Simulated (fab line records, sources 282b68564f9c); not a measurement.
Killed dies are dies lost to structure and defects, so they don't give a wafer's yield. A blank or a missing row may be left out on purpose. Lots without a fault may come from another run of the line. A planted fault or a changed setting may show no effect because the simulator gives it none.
One fault seen from 2 desks | flow rit_cmos | each desk has only its own numbers; what lay behind them comes last

THE METROLOGY DESK
What the gauges read, lot by lot, whatever tool the lot ran on: means of the sampled wafers that have a number. A lot is out of limits, marked OUT, if its mean lies more than 4 standard deviations from the usual mean; the brackets give that distance.
Columns: A = CONTACT_TEOS_THK at RIT_CONTACT_THK_MEAS_01, usual 398 nm; B = cd_nm at RIT_CONTACT_CD_MEAS_08, usual 999.7 nm; C = CONTACT_OVL at RIT_CONTACT_OVL_MEAS_09, usual -0.7 nm
lot  | first seen here | A   | B      | C
L765 | day 4 05:35     | 398 | 998.1  | -1.7
L766 | day 4 10:43     | 398 | 997.6  | -0.3
L768 | day 5 01:07     | 401 | 996.9  | -0.1
L769 | day 5 09:06     | 398 | 1001.1 | 0.8
L778 | day 6 21:54     | 402 | 1000.3 | 0.1
L782 | day 7 17:59     | 398 | 994.7  | -0.7
This desk's finding: nothing out of limits on any of the 6 lots.

THE TOOL OWNER'S DESK: rie_diel-04
The tool's own readings at RIT_CONTACT_ETCH_11 (etches SiO2 in CHF3/CF4/Ar, stops on TiSi2, target depth 480 nm, time 320 s): means of the sampled wafers that have a number, for each lot that ran on this tool. A lot is out of limits, marked OUT, if its mean lies more than 4 standard deviations from the usual mean; the brackets give that distance.
Columns: A = drypump_motor_current_A at RIT_CONTACT_ETCH_11, usual 5.8 A; B = oes_product_au at RIT_CONTACT_ETCH_11, usual 0.990 a.u.; C = throttle_valve_pct at RIT_CONTACT_ETCH_11, usual 8.77 %
lot  | first seen here | A   | B     | C
L765 | day 4 06:55     | 6.0 | 0.975 | 8.79
L768 | day 5 02:34     | 5.5 | 0.987 | 8.80
L769 | day 5 10:33     | 5.5 | 0.979 | 8.80
This desk's finding: nothing out of limits on any of the 3 lots.

PUT TOGETHER
The metrology desk saw nothing out of limits.
The tool owner's desk saw nothing out of limits.

WHAT THE SIMULATOR HAD PUT IN
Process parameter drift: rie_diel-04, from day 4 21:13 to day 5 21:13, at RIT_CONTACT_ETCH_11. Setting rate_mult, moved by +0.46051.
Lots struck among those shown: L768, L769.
